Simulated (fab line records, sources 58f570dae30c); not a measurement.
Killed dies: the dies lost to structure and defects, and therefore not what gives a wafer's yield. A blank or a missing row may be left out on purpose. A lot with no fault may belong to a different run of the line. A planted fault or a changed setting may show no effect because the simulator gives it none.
Which tool is to blame? || flow berkeley cmos170 || 11 lots, 33 wafers sampled, at 4 steps of a route of 331

== WHAT THE GAUGES SHOWED, per wafer ==
UCB170_SDANNEAL_RS_MEAS_02: the measuring method here is four-point-probe.
{"lot": "L937", "measured": "day 5 22:14", "on": "film metro-04", "PSD_RS (ohm/sq)": "76.1 76.1 76.2"}
{"lot": "L938", "measured": "day 6 22:47", "on": "film metro-01", "PSD_RS (ohm/sq)": "76.0 75.5 75.6"}
{"lot": "L939", "measured": "day 7 08:13", "on": "film metro-04", "PSD_RS (ohm/sq)": "75.6 75.1 75.2"}
{"lot": "L940", "measured": "day 7 07:48", "on": "film metro-02", "PSD_RS (ohm/sq)": "75.7 75.4 75.8"}
{"lot": "L941", "measured": "day 8 01:06", "on": "film metro-02", "PSD_RS (ohm/sq)": "75.3 75.5 75.3"}
{"lot": "L951", "measured": "day 9 14:10", "on": "film metro-02", "PSD_RS (ohm/sq)": "74.0 73.9 74.0"}
{"lot": "L952", "measured": "day 9 17:14", "on": "film metro-02", "PSD_RS (ohm/sq)": "74.2 74.1 74.1"}
{"lot": "L956", "measured": "day 10 22:30", "on": "film metro-04", "PSD_RS (ohm/sq)": "75.7 75.4 75.6"}
{"lot": "L957", "measured": "day 11 01:10", "on": "film metro-01", "PSD_RS (ohm/sq)": "75.8 75.4 75.3"}
{"lot": "L958", "measured": "day 11 12:16", "on": "film metro-02", "PSD_RS (ohm/sq)": "76.1 75.5 76.0"}
{"lot": "L959", "measured": "day 11 13:10", "on": "film metro-02", "PSD_RS (ohm/sq)": "75.3 75.4 75.3"}

== TOOL THAT RAN EACH LOT (tool first, then ch and the chambers of the sampled wafers, then the start) ==
{"lot": "L937", "UCB170_PWELL_ETCH_14": "rie diel-03 ch 1,2,3, day 2 19:13", "UCB170_PSD_IMPLANT_08": "implanter-02 ch 0, day 5 18:48", "UCB170_PSD_STRIP_09": "plasma asher-02 ch 0,1, day 5 18:55"}
{"lot": "L938", "UCB170_PWELL_ETCH_14": "rie diel-02 ch 1,2,3, day 3 02:17", "UCB170_PSD_IMPLANT_08": "implanter-04 ch 0, day 6 18:47", "UCB170_PSD_STRIP_09": "plasma asher-02 ch 0,1, day 6 18:56"}
{"lot": "L939", "UCB170_PWELL_ETCH_14": "rie diel-03 ch 1,2,3, day 3 09:48", "UCB170_PSD_IMPLANT_08": "implanter-04 ch 0, day 7 04:25", "UCB170_PSD_STRIP_09": "plasma asher-01 ch 0,1, day 7 04:34"}
{"lot": "L940", "UCB170_PWELL_ETCH_14": "rie diel-02 ch 0,1, day 3 09:50", "UCB170_PSD_IMPLANT_08": "implanter-03 ch 0, day 7 04:22", "UCB170_PSD_STRIP_09": "plasma asher-02 ch 0,1, day 7 04:28"}
{"lot": "L941", "UCB170_PWELL_ETCH_14": "rie diel-04 ch 0,1, day 4 07:31", "UCB170_PSD_IMPLANT_08": "implanter-04 ch 0, day 7 20:04", "UCB170_PSD_STRIP_09": "plasma asher-02 ch 0,1, day 7 20:12"}
{"lot": "L951", "UCB170_PWELL_ETCH_14": "rie diel-03 ch 0,1,2, day 5 16:28", "UCB170_PSD_IMPLANT_08": "implanter-03 ch 0, day 9 08:26", "UCB170_PSD_STRIP_09": "plasma asher-01 ch 0,1, day 9 08:33"}
{"lot": "L952", "UCB170_PWELL_ETCH_14": "rie diel-02 ch 0,2, day 5 22:05", "UCB170_PSD_IMPLANT_08": "implanter-03 ch 0, day 9 14:19", "UCB170_PSD_STRIP_09": "plasma asher-03 ch 0,1, day 9 14:26"}
{"lot": "L956", "UCB170_PWELL_ETCH_14": "rie diel-03 ch 1,3, day 7 00:32", "UCB170_PSD_IMPLANT_08": "implanter-04 ch 0, day 10 17:45", "UCB170_PSD_STRIP_09": "plasma asher-01 ch 0,1, day 10 17:54"}
{"lot": "L957", "UCB170_PWELL_ETCH_14": "rie diel-02 ch 0,1,2, day 7 09:35", "UCB170_PSD_IMPLANT_08": "implanter-02 ch 0, day 10 22:10", "UCB170_PSD_STRIP_09": "plasma asher-03 ch 0,1, day 10 22:16"}
{"lot": "L958", "UCB170_PWELL_ETCH_14": "rie diel-03 ch 1,3, day 7 15:43", "UCB170_PSD_IMPLANT_08": "implanter-04 ch 0, day 11 08:53", "UCB170_PSD_STRIP_09": "plasma asher-01 ch 0,1, day 11 09:02"}
{"lot": "L959", "UCB170_PWELL_ETCH_14": "rie diel-04 ch 0,1,2, day 7 18:19", "UCB170_PSD_IMPLANT_08": "implanter-04 ch 0, day 11 09:22", "UCB170_PSD_STRIP_09": "plasma asher-03 ch 0,1, day 11 09:31"}
- UCB170_PWELL_ETCH_14: etches Si3N4 in CH3F/Ar/O2, stops on SiO2, target depth 242 nm, time 151 s.
- UCB170_PSD_IMPLANT_08
- UCB170_PSD_STRIP_09: strips in O2.

== THE ANSWER, worked out from the rows above alone ==
Rule: the usual values come from the lots themselves. The widest of any qualifying gaps counts: lots, ordered by their means at a reading, are off when they make up no more than a third of the lots, leave a main group of 4 or more, and stand apart from it by 3 or more times the standard deviation of that group's means. A main group is skipped when, at the precision printed for the reading in the tables above, its means are all equal. A lot without any number at a reading at which 4 lots or more have one is off too. Any other lot the step has rows for is counted as sound.
Off: at UCB170_SDANNEAL_RS_MEAS_02 (PSD_RS), L951, L952. Mean 75.6 ohm/sq and standard deviation 0.26 in the main group.
A tool fits if, at a process step before that reading, it ran every lot that is off, and no sound lot after the first of them. Those tools and the gauges at UCB170_SDANNEAL_RS_MEAS_02 are tried in the same way. One candidate fits, namely implanter-03 at UCB170_PSD_IMPLANT_08. A fault onset in the window from L940 (day 7 04:22, its last sound lot) to L951 (day 9 08:26, its first lot off) fits.

== WHAT THE SIMULATOR HAD INSERTED ==
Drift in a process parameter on implanter-03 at UCB170_PSD_IMPLANT_08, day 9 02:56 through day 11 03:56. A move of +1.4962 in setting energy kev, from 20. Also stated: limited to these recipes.
Shown lots that were struck: L951, L952. The rule above found the same.
